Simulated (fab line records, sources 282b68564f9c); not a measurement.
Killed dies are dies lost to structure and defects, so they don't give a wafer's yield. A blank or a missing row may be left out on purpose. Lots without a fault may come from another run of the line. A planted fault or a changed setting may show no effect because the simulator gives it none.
A struck lot beside a sound one | flow rit_cmos | 43 steps out of a route of 202
Sound: wafers L423.3, L423.5, L423.6. Struck: wafers L431.1, L431.3, L431.6. The cause comes at the end.
At each step with rows: each side's tool, then ch and its chambers, then its first start. Under that, the readings that differ: sound wafers | struck wafers | difference of the means | sigmas: that difference in standard deviations of wafers without a fault.
alike: readings whose means differ by less than 2 such deviations, and words and numbers that are the same on both sides. not compared: withheld readings, readings that some wafer has no value for, bounds like >300 that may hide the same value, and numbers for which the record gives no deviation and whose values overlap.
The two part at a step that has a row with sigmas, a row that says differs or no value, or rows on one side only. Numbers that don't overlap but have no deviation are shown without sigmas and don't part them. A reading that every wafer of one side lacks parts them only if that side has two wafers or more.

first, 3 steps without rows for these wafers: RIT_SDANNEAL_CLEAN_00 (cleans in SC1, time 600 s); RIT_SDANNEAL_CLEAN_01 (cleans in dHF, time 30 s); RIT_SDANNEAL_CLEAN_02 (cleans in SC2, time 600 s).
RIT_SDANNEAL_RTA_03: time 5 s.
  sound on rtp_anneal-01 ch 0, day 4 13:47; struck on rtp_anneal-01 ch 0, day 6 10:04
  alike: chamber_o2_ppm, wafer_temp_C_max
RIT_SDANNEAL_RS_MEAS_04: measures by four-point-probe.
  sound on film_metro-01, day 4 13:52; struck on film_metro-01, day 6 10:07
  alike: PSD_RS
RIT_SDANNEAL_RS_MEAS_05: measures by four-point-probe.
  sound on film_metro-01, day 4 13:59; struck on film_metro-01, day 6 10:14
  alike: NSD_RS
RIT_SDANNEAL_RS_MEAS_06: measures by four-point-probe.
  sound on film_metro-01, day 4 14:07; struck on film_metro-01, day 6 10:22
  alike: PLDD_RS
RIT_SDANNEAL_RS_MEAS_07: measures by four-point-probe.
  sound on film_metro-01, day 4 14:14; struck on film_metro-01, day 6 10:29
  reading          | sound             | struck            | difference | sigmas
  NLDD_RS (ohm/sq) | 151.1 150.5 150.8 | 151.6 151.7 152.3 | +1.1       | +2
then, 1 step without rows for these wafers: RIT_SILICIDE_WET_ETCH_00 (etches SiO2 in BOE, target depth 14 nm, time 15 s).
RIT_SILICIDE_SPUTTER_01: material Ti, target thk 30 nm, time 240 s.
  sound on pvd_sputter-01, day 4 14:19; struck on pvd_sputter-01, day 6 10:37
  alike: throttle_valve_pct
RIT_SILICIDE_RS_MEAS_02: measures by four-point-probe.
  sound on film_metro-02, day 4 14:31; struck on film_metro-01, day 6 10:46
  alike: SILICIDE_TI_RS
RIT_SILICIDE_THK_MEAS_03: measures by xrf.
  sound on film_metro-02, day 4 14:37; struck on film_metro-01, day 6 10:53
  alike: SILICIDE_TI_THK
RIT_SILICIDE_RTA_04: time 10 s, ramp up 5 s, ramp down 5 s.
  sound on rtp_anneal-02 ch 0, day 4 14:40; struck on rtp_anneal-02 ch 0, day 6 10:56
  alike: chamber_o2_ppm, wafer_temp_C_max
then, 1 step without rows for these wafers: RIT_SILICIDE_WET_ETCH_05 (etches Ti in SPM, time 120 s).
RIT_SILICIDE_RTA_06: time 10 s, ramp up 5 s, ramp down 10 s.
  sound on rtp_anneal-01 ch 0, day 4 14:47; struck on rtp_anneal-01 ch 0, day 6 11:03
  alike: chamber_o2_ppm, wafer_temp_C_max
then, 1 step without rows for these wafers: RIT_CONTACT_CVD_00 (deposits SiO2 from TEOS, target thk 400 nm, time 61 s).
RIT_CONTACT_THK_MEAS_01:
  sound on film_metro-01, day 4 14:54; struck on film_metro-02, day 6 11:10
  alike: CONTACT_TEOS_THK
then, 6 steps without rows for these wafers: RIT_CONTACT_HMDS_02 (prime time 60 s); RIT_CONTACT_COAT_03 (resist thk 1000 nm); RIT_CONTACT_SOFTBAKE_04 (time 60 s); RIT_CONTACT_EXPOSE_05 (exposes mask M11, target cd 1000 nm); RIT_CONTACT_PEB_06; RIT_CONTACT_DEVELOP_07 (develop time 120 s).
RIT_CONTACT_CD_MEAS_08: target cd 1000 nm.
  sound on cd_sem-01, day 4 16:04; struck on cd_sem-01, day 6 12:20
  reading    | sound             | struck               | difference | sigmas
  cd_nm (nm) | 995.9 994.3 998.5 | 1002.5 1001.2 1001.6 | +5.5       | +2
RIT_CONTACT_OVL_MEAS_09:
  sound on overlay-01, day 4 16:09; struck on overlay-02, day 6 12:27
  alike: CONTACT_OVL
then, 1 step without rows for these wafers: RIT_CONTACT_HARDBAKE_10 (time 60 s).
RIT_CONTACT_ETCH_11: etches SiO2 in CHF3/CF4/Ar, stops on TiSi2, target depth 480 nm, time 320 s.
  sound on rie_diel-02 ch 2,3, day 4 16:19; struck on rie_diel-04 ch 1,2,3, day 6 12:38
  alike: drypump_motor_current_A, oes_product_au, throttle_valve_pct
  not compared: rf_hours_counter_h
RIT_CONTACT_STRIP_12: strips in O2, time 180 s.
  sound on plasma_asher-01 ch 0,1, day 4 16:35; struck on plasma_asher-03 ch 0,1, day 6 12:50
  alike: drypump_motor_current_A
  not compared: rf_hours_counter_h
RIT_CONTACT_CD_MEAS_90: target cd 1000 nm.
  sound on cd_sem-01, day 4 16:44; struck on cd_sem-02, day 6 13:01
  reading    | sound             | struck               | difference | sigmas
  cd_nm (nm) | 995.7 994.8 998.1 | 1002.3 1001.2 1001.6 | +5.5       | +2
then, 3 steps without rows for these wafers: RIT_CONTACT_CLEAN_13 (cleans in SC1, time 600 s); RIT_CONTACT_CLEAN_14 (cleans in SC2, time 600 s); RIT_M1_SPUTTER_00 (material Al, target thk 400 nm, time 500 s).
RIT_M1_RS_MEAS_01: measures by four-point-probe.
  sound on film_metro-04, day 4 17:30; struck on film_metro-03, day 6 13:47
  alike: M1_AL_RS
RIT_M1_THK_MEAS_02: measures by xrf.
  sound on film_metro-04, day 4 17:36; struck on film_metro-03, day 6 13:55
  alike: M1_AL_THK
then, 6 steps without rows for these wafers: RIT_M1_HMDS_03 (prime time 60 s); RIT_M1_COAT_04 (resist thk 1300 nm); RIT_M1_SOFTBAKE_05 (time 60 s); RIT_M1_EXPOSE_06 (exposes mask M12, target cd 2600 nm); RIT_M1_PEB_07; RIT_M1_DEVELOP_08 (develop time 68 s).
RIT_M1_CD_MEAS_09: target cd 2600 nm.
  sound on cd_sem-01, day 4 18:41; struck on cd_sem-02, day 6 15:04
  alike: cd_nm
RIT_M1_OVL_MEAS_10:
  sound on overlay-02, day 4 18:47; struck on overlay-02, day 6 15:11
  reading     | sound          | struck      | difference | sigmas
  M1_OVL (nm) | -2.3 -1.0 -2.6 | 0.8 2.0 0.3 | +3.0       | +2
RIT_M1_PROBE_99:
  sound on prober-01, day 4 21:24; struck on prober-01, day 6 17:43
  reading                                          | sound                     | struck                  | difference | sigmas
  model.etest.contact_pplus.end_ohm_um             | 41.45 41.99 42.07         | 47.08 46.82 45.54       | +4.64      |
  model.etest.contact_nplus.end_ohm_um             | 40.69 39.6 40.86          | 43.39 43.62 42.34       | +2.73      |
  model.etest.npoly_line.rs_ohm_sq_rim_less_centre | -0.1641 0.1283 0.01418    | -1.657 -1.714 -1.459    | -1.603     |
  model.etest.npoly_line.rs_ohm_sq_range           | 0.4829 0.298 0.3875       | 1.83 1.885 1.566        | +1.37      |
  model.etest.npoly_line.rs_ohm_sq                 | 16.96 17.07 17.13         | 16 15.96 15.96          | -1         |
  model.etest.ppoly_line.rs_ohm_sq                 | 16.41 16.32 16.65         | 15.54 15.41 15.66       | -0.92      |
  model.etest.nplus_sal.rs_ohm_sq_rim_less_centre  | -0.03096 0.04934 -0.01334 | -0.4895 -0.4913 -0.4956 | -0.4938    |
  model.etest.nplus_sal.rs_ohm_sq_range            | 0.05699 0.08372 0.05017   | 0.5207 0.5047 0.5246    | +0.4530    |
  alike: killed_at_contacts, killed_at_front_end, killed_dies, killed_open, killed_short

WHERE THEY PART
First at RIT_SDANNEAL_RS_MEAS_07; last, within this record, at RIT_M1_OVL_MEAS_10. Later steps at which nothing parts them and some readings are alike: RIT_M1_PROBE_99.

WHY: what the simulator had put in
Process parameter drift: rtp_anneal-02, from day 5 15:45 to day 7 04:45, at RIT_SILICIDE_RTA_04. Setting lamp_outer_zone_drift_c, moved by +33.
